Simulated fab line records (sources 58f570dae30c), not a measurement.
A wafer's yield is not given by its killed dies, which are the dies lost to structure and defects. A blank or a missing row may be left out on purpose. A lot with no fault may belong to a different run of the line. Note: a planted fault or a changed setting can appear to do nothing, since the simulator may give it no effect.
Chamber matching | flow berkeley-cmos170 | UCB170_PLDD_CLEAN_12 on wet-bench-04: 3 sister chambers
The step cleans in SPM, time 600 s. 3 wafers are shown with their chamber, then 11 later ones without.

## WAFERS WITH THEIR CHAMBER
wafer  | chamber | bath-guard-temp-C (C)
L993.6 | 1       | 120.2
L994.5 | 0       | 120.4
L995.2 | 3       | 119.7

## WAFERS WITH NO CHAMBER GIVEN
wafer  | bath-guard-temp-C (C)
L995.3 | 119.5
L995.4 | 119.9
L997.2 | 119.9
L997.4 | 120.1
L997.6 | 119.9
L999.1 | 119.4
L999.5 | 119.5
L999.6 | 119.5
L998.2 | 120.0
L998.3 | 120.4
L998.5 | 120.3

## CHAMBER TAKEN BY EACH
wafer  | from the rows above          | in truth
L995.3 | 3                            | 3
L995.4 | can't be placed: 3 or 1 or 0 | 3
L997.2 | can't be placed: 3 or 1 or 0 | 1
L997.4 | can't be placed: 1 or 0 or 3 | 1
L997.6 | can't be placed: 3 or 1 or 0 | 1
L999.1 | 3                            | 3
L999.5 | 3                            | 3
L999.6 | 3                            | 3
L998.2 | can't be placed: 1 or 3 or 0 | 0
L998.3 | can't be placed: 0 or 1      | 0
L998.5 | can't be placed: 1 or 0      | 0
Placed correctly: 4 of 11. Not placeable from these rows: 7 (in 7, the candidates include the true chamber). Placed wrongly: 0.
How it was worked out, from the rows above alone: a wafer's distance from a chamber is the root of the sum, over the readings, of the square of ((its reading less the chamber's mean) divided by the reading's scatter). The wafer belongs to the nearest chamber; if the next one is less than 2 further off, it can't be placed. A chamber's mean is the mean of its shown wafers. The scatter: with one shown wafer a chamber, the root of the mean of the squares of how far each hidden wafer lies from its nearest shown one.
